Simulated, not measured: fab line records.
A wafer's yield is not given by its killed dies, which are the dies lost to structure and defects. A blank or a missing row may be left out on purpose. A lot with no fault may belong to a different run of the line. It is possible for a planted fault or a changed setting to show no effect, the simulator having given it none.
8D (eight disciplines) problem report, filled in by code ; flow berkeley cmos170 ; the parts of the form that need people (team, actions taken, sign-off) are left out

## 1. WHAT WENT WRONG
Wafers without a fault read 100.01 C, standard deviation 0.13; prime temp c at UCB170_NWELL_HMDS_06 reads a mean of 97.10 C on 6 wafers belonging to 2 lots. That is -22 standard deviations from the usual mean.
The step: prime time 60 s.
First observed at day 4 01:43: wafer L472.1, on litho track-02. The record has a number at this step for 42 wafers belonging to 14 lots. Rule for "out" (also "out of limits"): further than 4 standard deviations from the usual mean. Any other wafer with a number is counted as sound.

## 2. WHAT IT IS; WHAT IT IS NOT
question;is;is not
which readings at this step;prime temp c;chill plate temp C
which lots;L472, L473;L463, L464, L466, L467, L468, L475, L476, L477, L481, L483, L485, L486
which wafers of those lots;all that have a number;-
read on which tools;litho track-02;litho track-01, litho track-04
when;from day 4 01:43;"up to then (15 sound wafers); but 21 sound wafers of L475, L476, L477, L481, L483, L485, L486 came after"

## 3. WHAT RULES OUT EACH SUSPECT
Counting: any tool at a process step up to the reading is kept as a suspect provided that every lot that is out went through it and no sound lot did after the first of them.
- litho track-02 at UCB170_NWELL_HMDS_06 (prime time 60 s): kept. It ran every lot that is out, first L472 (day 4 01:43), and no sound lot after that; its last sound lot up to then is L467 (day 3 09:29). Out on those wafers are its own readings of prime temp c.
Remaining after the count: litho track-02 at UCB170_NWELL_HMDS_06.

## 4. THE CAUSE (what the simulator had put in)
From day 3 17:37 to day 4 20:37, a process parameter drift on litho track-02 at UCB170_NWELL_HMDS_06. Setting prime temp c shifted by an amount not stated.
Only this tool survived the counting.

## 5. SEQUENCE OF EFFECTS, ordered by route
Each row: a reading where the mean over the struck wafers with a number is more than 3 standard deviations away from the usual. Only readings for which the record gives a usual standard deviation are gone through. hours: the time from each lot's start at the first step in this table that gives one to its start at this step, as a median over the lots. sigmas: the change in usual standard deviations.
hours;step;reading;usual;on struck wafers;change;sigmas
0;UCB170_NWELL_HMDS_06;prime temp c;100.01 C;97.10;-2.91;-22
Here are the process steps it includes:
- UCB170_NWELL_HMDS_06: prime time 60 s.

## 6. HOW IT WOULD HAVE BEEN CAUGHT EARLIER
In this record the first reading out of limits was taken at day 4 01:43, 8 hours after the fault began at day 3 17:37.
